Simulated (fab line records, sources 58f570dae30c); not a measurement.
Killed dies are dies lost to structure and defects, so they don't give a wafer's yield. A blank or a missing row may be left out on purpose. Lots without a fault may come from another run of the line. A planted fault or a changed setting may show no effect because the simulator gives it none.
Which tool did it? | flow berkeley_cmos170 | 6 lots, 18 wafers sampled, at 2 steps of a route of 331

WHAT THE GAUGES READ, wafer by wafer
UCB170_PWELL_OVL_MEAS_13.
lot  | measured    | on         | PWELL_OVL (nm)
L234 | day 3 18:11 | overlay-02 | 0 3 1
L235 | day 3 17:56 | overlay-01 | -4 -4 -1
L238 | day 4 10:42 | overlay-02 | 7 9 -2
L246 | day 6 09:04 | overlay-02 | -9 -4 -6
L252 | day 7 07:16 | overlay-02 | 0 1 0
L254 | day 7 15:13 | overlay-02 | -8 -9 -11

WHICH TOOL RAN EACH LOT (tool, then ch and the chambers of the sampled wafers, then the start)
lot  | UCB170_NWELL_EXPOSE_09
L234 | krf_scanner-01 ch 0, day 2 20:43
L235 | krf_scanner-02 ch 0, day 3 00:19
L238 | krf_scanner-02 ch 0, day 3 16:58
L246 | krf_scanner-02 ch 0, day 5 13:54
L252 | krf_scanner-01 ch 0, day 6 11:22
L254 | krf_scanner-01 ch 0, day 6 19:14
- UCB170_NWELL_EXPOSE_09: exposes mask NWELL, target cd 3000 nm.

THE ANSWER, worked out from the rows above alone
Rule: what is usual is taken from the lots themselves. Put in order of their means at a reading, lots are off if they are a third of the lots or fewer, leave a main group of 4 or more, and stand apart from it by a gap of 3 or more times the standard deviation of the main group's means; of several such gaps the widest counts. A main group whose means are all the same, to the digits that the tables above print for the reading, isn't used. A lot without any number at a reading at which 4 lots or more have one is off too. The other lots that the step has rows for count as sound.
No lot is off at any reading shown: from this, nothing can be told.

WHAT THE SIMULATOR HAD PUT IN
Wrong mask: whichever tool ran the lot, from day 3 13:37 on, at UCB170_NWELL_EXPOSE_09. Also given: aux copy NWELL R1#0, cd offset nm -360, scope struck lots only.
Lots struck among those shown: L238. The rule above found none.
